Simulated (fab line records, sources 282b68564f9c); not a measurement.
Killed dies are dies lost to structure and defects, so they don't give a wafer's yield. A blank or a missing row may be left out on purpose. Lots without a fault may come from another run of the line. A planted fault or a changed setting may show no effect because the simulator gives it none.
Which tool did it? | flow rit_cmos | 15 lots, 45 wafers sampled, at 3 steps of a route of 202

WHAT THE GAUGES READ, wafer by wafer
RIT_PLDD_TW_MEAS_10. Usual: PLDD_TW 2351, standard deviation 27.
lot  | measured    | on            | PLDD_TW        | flag
L503 | day 3 11:59 | film_metro-03 | 2376 2376 2386 |
L505 | day 3 17:47 | film_metro-01 | 2329 2314 2327 |
L504 | day 3 18:01 | film_metro-03 | 2384 2388 2390 |
L507 | day 4 02:05 | film_metro-04 | 2750 2747 2745 | OFF
L508 | day 4 10:47 | film_metro-04 | 2744 2751 2763 | OFF
L512 | day 4 22:59 | film_metro-03 | 2369 2379 2373 |
L515 | day 5 11:59 | film_metro-04 | 2755 2734 2713 | OFF
L516 | day 5 14:02 | film_metro-01 | 2319 2315 2328 |
L518 | day 6 00:19 | film_metro-04 | 2336 2344 2336 |
L519 | day 6 05:16 | film_metro-04 | 2336 2338 2327 |
L520 | day 6 08:07 | film_metro-03 | 2390 2374 2389 |
L523 | day 7 03:12 | film_metro-01 | 2321 2325 2321 |
L524 | day 7 09:38 | film_metro-04 | 2345 2346 2333 |
L525 | day 7 14:09 | film_metro-01 | 2321 2316 2302 |
L526 | day 7 18:38 | film_metro-04 | 2331 2355 2346 |

RIT_SDANNEAL_RS_MEAS_06: measures by four-point-probe. Usual: PLDD_RS 178.6 ohm/sq, standard deviation 0.39.
lot  | measured    | on            | PLDD_RS (ohm/sq)  | flag
L503 | day 3 18:41 | film_metro-01 | 178.3 178.8 178.6 |
L505 | day 4 00:17 | film_metro-04 | 178.6 178.6 178.6 |
L504 | day 4 00:41 | film_metro-01 | 178.1 178.6 178.5 |
L507 | day 4 11:53 | film_metro-03 | 151.5 151.5 151.7 | OFF
L508 | day 4 17:38 | film_metro-01 | 152.0 151.5 152.1 | OFF
L512 | day 5 05:44 | film_metro-01 | 178.6 179.3 178.2 |
L515 | day 5 20:30 | film_metro-01 | 151.9 151.4 151.7 | OFF
L516 | day 5 20:29 | film_metro-03 | 177.9 178.5 178.5 |
L518 | day 6 06:26 | film_metro-04 | 177.9 178.5 178.6 |
L519 | day 6 11:33 | film_metro-01 | 178.3 178.8 178.1 |
L520 | day 6 14:26 | film_metro-01 | 178.7 178.6 178.8 |
L523 | day 7 09:19 | film_metro-03 | 178.7 178.7 179.3 |
L524 | day 7 15:55 | film_metro-04 | 179.2 178.6 178.6 |
L525 | day 7 21:23 | film_metro-03 | 178.8 178.2 178.8 |
L526 | day 8 01:04 | film_metro-04 | 178.7 178.5 178.8 |

WHICH TOOL RAN EACH LOT (tool, then ch and the chambers of the sampled wafers, then the start)
lot  | RIT_PLDD_IMPLANT_08
L503 | implanter-03 ch 0, day 3 11:41
L505 | implanter-04 ch 0, day 3 17:27
L504 | implanter-03 ch 0, day 3 17:43
L507 | implanter-03 ch 0, day 4 01:26
L508 | implanter-03 ch 0, day 4 10:10
L512 | implanter-03 ch 0, day 4 22:40
L515 | implanter-03 ch 0, day 5 11:22
L516 | implanter-04 ch 0, day 5 13:42
L518 | implanter-04 ch 0, day 6 00:00
L519 | implanter-04 ch 0, day 6 04:57
L520 | implanter-03 ch 0, day 6 07:47
L523 | implanter-03 ch 0, day 7 02:52
L524 | implanter-02 ch 0, day 7 09:21
L525 | implanter-02 ch 0, day 7 13:52
L526 | implanter-04 ch 0, day 7 18:19
- RIT_PLDD_IMPLANT_08

WHAT THE TOOLS THEMSELVES READ (means of the sampled wafers that have a number; where no wafer has one, the mark that the record gives instead)
RIT_PLDD_IMPLANT_08. Usual: dose_ions_cm2 9e+14, standard deviation 1e+12.
lot  | tool         | dose_ions_cm2 | flag
L503 | implanter-03 | 9e+14         |
L505 | implanter-04 | 9e+14         |
L504 | implanter-03 | 9e+14         |
L507 | implanter-03 | 9e+14         |
L508 | implanter-03 | 9e+14         |
L512 | implanter-03 | 9e+14         |
L515 | implanter-03 | 9e+14         |
L516 | implanter-04 | 9e+14         |
L518 | implanter-04 | 9e+14         |
L519 | implanter-04 | 9e+14         |
L520 | implanter-03 | 9e+14         |
L523 | implanter-03 | 9e+14         |
L524 | implanter-02 | 9e+14         |
L525 | implanter-02 | 9e+14         |
L526 | implanter-04 | 9e+14         |

THE ANSWER, worked out from the rows above alone
Rule: a lot is off if the mean of its wafers that have a number lies more than 3 standard deviations from the usual mean. A lot without any number at a reading at which 4 lots or more have one is off too. The other lots that the step has rows for count as sound. The gauges are gone through in route order, then the tools' own readings, and for those a lot's mean is taken as printed above. The first step at which some lot is off is used, and at that step the reading that is off furthest; a lot without a number counts as furthest.
Off: L507, L508, L515, at RIT_PLDD_TW_MEAS_10 (PLDD_TW).
A tool fits if, at a process step before that reading, it ran every lot that is off, and no sound lot after the first of them. The gauges at RIT_PLDD_TW_MEAS_10 aren't tried: what is off there is off at RIT_SDANNEAL_RS_MEAS_06 too, on other tools, and a gauge's error can't cause that. None of those tried fits.

WHAT THE SIMULATOR HAD PUT IN
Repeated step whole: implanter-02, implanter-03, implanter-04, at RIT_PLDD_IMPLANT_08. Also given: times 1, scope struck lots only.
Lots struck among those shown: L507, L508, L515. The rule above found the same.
